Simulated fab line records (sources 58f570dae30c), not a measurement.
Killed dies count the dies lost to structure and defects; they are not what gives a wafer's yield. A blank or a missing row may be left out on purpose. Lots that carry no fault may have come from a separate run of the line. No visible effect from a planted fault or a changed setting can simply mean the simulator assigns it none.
Comparing a struck lot with a sound one || flow berkeley-cmos170 || 14 steps out of a route of 331
Sound: wafers L508.1, L508.2, L508.6. Wafers L511.1, L511.3, L511.5 were the ones struck. The cause is given at the end.
Each step with rows lists, per side, the tool, then ch with its chambers, then its first start. Under that, the readings that differ: sound wafers || struck wafers || difference of the means || sigmas: that difference in standard deviations of wafers without a fault.
alike: same words and numbers on both sides, and readings whose means sit less than 2 such deviations apart. not compared: any withheld reading, any reading some wafer has no value for, any bound like >300 that may hide the same value, and any number with overlapping values for which the record gives no deviation.
A row with sigmas, a row that says differs or no value, or rows on one side alone: a step with any of these is where the two part. Numbers that have no deviation but don't overlap get no sigmas and don't part them. A reading that every wafer of one side lacks parts them only if that side has two wafers or more.

first, 3 steps without rows for these wafers: UCB170_M1_EXPOSE_06 (exposes mask METAL1, target cd 700 nm); UCB170_M1_PEB_07; UCB170_M1_DEVELOP_08 (develop time 45 s).
UCB170_M1_CD_MEAS_09: the cd target is 700 nm.
  sound: cd-sem-02 at day 11 21:57; struck: cd-sem-01 at day 12 05:08
  alike: cd-nm
UCB170_M1_OVL_MEAS_10:
  sound: overlay-01 at day 11 22:04; struck: overlay-01 at day 12 05:16
  alike: M1_OVL
UCB170_M1_ETCH_11: etches BARC in N2/H2.
  sound on rie-diel-02 ch 0,1,3, day 11 22:07; struck on rie-diel-04 ch 1,3, day 12 05:17
  alike: drypump-motor-current-A, n2-flow-sccm, oes-product-au, rf-fwd-power-W, throttle-valve-pct
UCB170_M1_METAL_ETCH_12: etches Al in Cl2/BCl3, stops on PSG, target depth 780 nm, time 130 s.
  sound on rie-metal-02 ch 0,1, day 11 22:09; struck on rie-metal-03 ch 1, day 12 05:20
  alike: drypump-motor-current-A, mfc-cl2-sccm, oes-product-au, rf-fwd-power-W, throttle-valve-pct
  not compared: rf-hours-counter-h
UCB170_M1_STRIP_13: strips in O2.
  sound on plasma-asher-04 ch 0,1, day 11 22:17; struck on plasma-asher-02 ch 0,1, day 12 05:28
  alike: drypump-motor-current-A, oes-product-au
  not compared: rf-hours-counter-h
UCB170_M1_CD_MEAS_90: the cd target is 700 nm.
  sound: cd-sem-02 at day 11 22:23; struck: cd-sem-02 at day 12 05:34
  alike: cd-nm
then, 1 step without rows for these wafers: UCB170_M1_ANNEAL_14 (time 1200 s).
UCB170_V1_CVD_00: deposits SiO2 from TEOS/O2, target thk 2000 nm, time 250 s.
  sound on pecvd-03 ch 0,1, day 12 00:49; struck on pecvd-04 ch 0,1, day 12 07:34
  alike: heater-power-w, rf-fwd-power-W
UCB170_V1_THK_MEAS_01:
  sound: film-metro-03 at day 12 00:59; struck: film-metro-04 at day 12 07:48
  alike: V1_TEOS_THK
UCB170_V1_CMP_02: polishes SiO2.
  sound on cmp-01 ch 1,2, day 12 01:03; struck on cmp-02 ch 0,1,2, day 12 07:55
{"reading": "edge-zone-pressure-frac", "sound": "0.994 0.994 0.995", "struck": "1.045 1.049 1.046", "difference": "+0.052", "sigmas": "+11"}
  alike: head-pressure-psi, motor-current-A, slurry-filter-dp-kPa, slurry-flow-ml-min
UCB170_V1_BOW_MEAS_03:
  sound: film-metro-03 at day 12 01:21; struck: film-metro-03 at day 12 08:10
  alike: V1_BOW

== WHERE THEY PART ==
At UCB170_V1_CMP_02 and nowhere else, as far as this record goes. Later steps at which nothing parts them and some readings are alike: UCB170_V1_BOW_MEAS_03.

WHY: what had been put in by the simulator
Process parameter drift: cmp-02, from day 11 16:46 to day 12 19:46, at UCB170_V1_CMP_02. Setting edge-zone-pressure-frac, moved by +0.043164.
